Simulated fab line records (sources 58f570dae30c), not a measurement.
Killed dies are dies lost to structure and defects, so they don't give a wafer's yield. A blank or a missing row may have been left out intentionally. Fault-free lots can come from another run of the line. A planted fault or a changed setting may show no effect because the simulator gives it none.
Code-filled problem report in 8D (eight disciplines) form + flow berkeleyCmos170 + the parts of the form that need people (team, actions taken, sign-off) are left out

== 1. THE PROBLEM ==
Wafers free of any fault read 525.1 (standard deviation 2.4) for NVT_TW at UCB170_NVT_TW_MEAS_09, against a mean of 470.1 on 6 wafers of 2 lots. That puts it -23 standard deviations away from the usual mean.
First seen on wafer L232.2, day 9 18:26, on filmMetro-03. The record holds 42 wafers of 14 lots with a number at this step. Rule for "out", or "out of limits": more than 4 standard deviations from the usual mean. The other wafers with a number count as sound.

== 2. WHAT THIS IS AND IS NOT ==
| question                    | is                     | is not                                                                    |
|-----------------------------|------------------------|---------------------------------------------------------------------------|
| which readings at this step | NVT_TW                 | -                                                                         |
| which lots                  | L232, L233             | L214, L216, L217, L218, L219, L220, L222, L223, L224, L226, L234, L237    |
| which wafers of those lots  | all that have a number | -                                                                         |
| read on which gauges        | filmMetro-03           | filmMetro-01, filmMetro-02                                                |
| when                        | from day 9 18:26       | up to then (30 sound wafers); but 6 sound wafers of L234, L237 came after |

== 3. THE SUSPECTS, EACH WITH WHAT RULES IT OUT ==
Counting: a tool at a process step up to the reading stays a suspect if it ran every lot that is out and no sound lot after the first of them.
- the gauge at UCB170_NVT_TW_MEAS_09 has been ruled out. All the wafers that are out were read on filmMetro-03, but those of them that UCB170_NVT_IMPLANT_07 has rows for are out there too, on other tools.
- implanter-04 at UCB170_NVT_IMPLANT_07: kept. It ran every lot that is out, first L232 (day 9 18:11), and no sound lot after that; its last sound lot up to then is L223 (day 7 08:07). Its own readings are out on those wafers: beamEnergyKeV.
After counting, what remains is implanter-04 at UCB170_NVT_IMPLANT_07.

== 4. THE CAUSE (what the simulator had put in) ==
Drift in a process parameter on implanter-04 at UCB170_NVT_IMPLANT_07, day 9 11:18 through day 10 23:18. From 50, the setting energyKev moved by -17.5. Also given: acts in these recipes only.
After counting, this tool was the only one left.

== 5. THE CHAIN OF EFFECTS, in route order ==
One row per reading whose mean, taken over the struck wafers that have a number, lies over 3 standard deviations from the usual. Only readings for which the record gives a usual standard deviation are gone through. hours: the time from each lot's start at the first step in this table that gives one to its start at this step, as a median over the lots. sigmas: the change in usual standard deviations.
| hours | step                  | reading       | usual  | on struck wafers | change  | sigmas      |
|-------|-----------------------|---------------|--------|------------------|---------|-------------|
| 0     | UCB170_NVT_IMPLANT_07 | beamEnergyKeV | 50.001 | 32.506           | -17.495 | -99 or more |
| 0     | UCB170_NVT_TW_MEAS_09 | NVT_TW        | 525.1  | 470.1            | -55.0   | -23         |
Here are the process steps it includes:
- UCB170_NVT_IMPLANT_07
At these later measuring or inspecting steps, every struck wafer for which the step has a row has a number for every such reading, and none has moved that far: UCB170_GATE_OVL_MEAS_13, UCB170_NLDD_CD_MEAS_06.

== 6. WHAT WOULD HAVE CAUGHT IT SOONER ==
The first out-of-limits reading at a measuring or inspecting step in this record came at day 9 18:26, 7 hours after the fault's start at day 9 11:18.
At UCB170_NVT_IMPLANT_07, the tool's own readings (beamEnergyKeV) were out on each struck wafer the step has a row for, so an alarm limit on them would have fired on the first such wafer.
Lots out: 2; of these, L233 started UCB170_NVT_IMPLANT_07 on implanter-04 after day 9 18:26. Holding the tool at that time would have saved it.
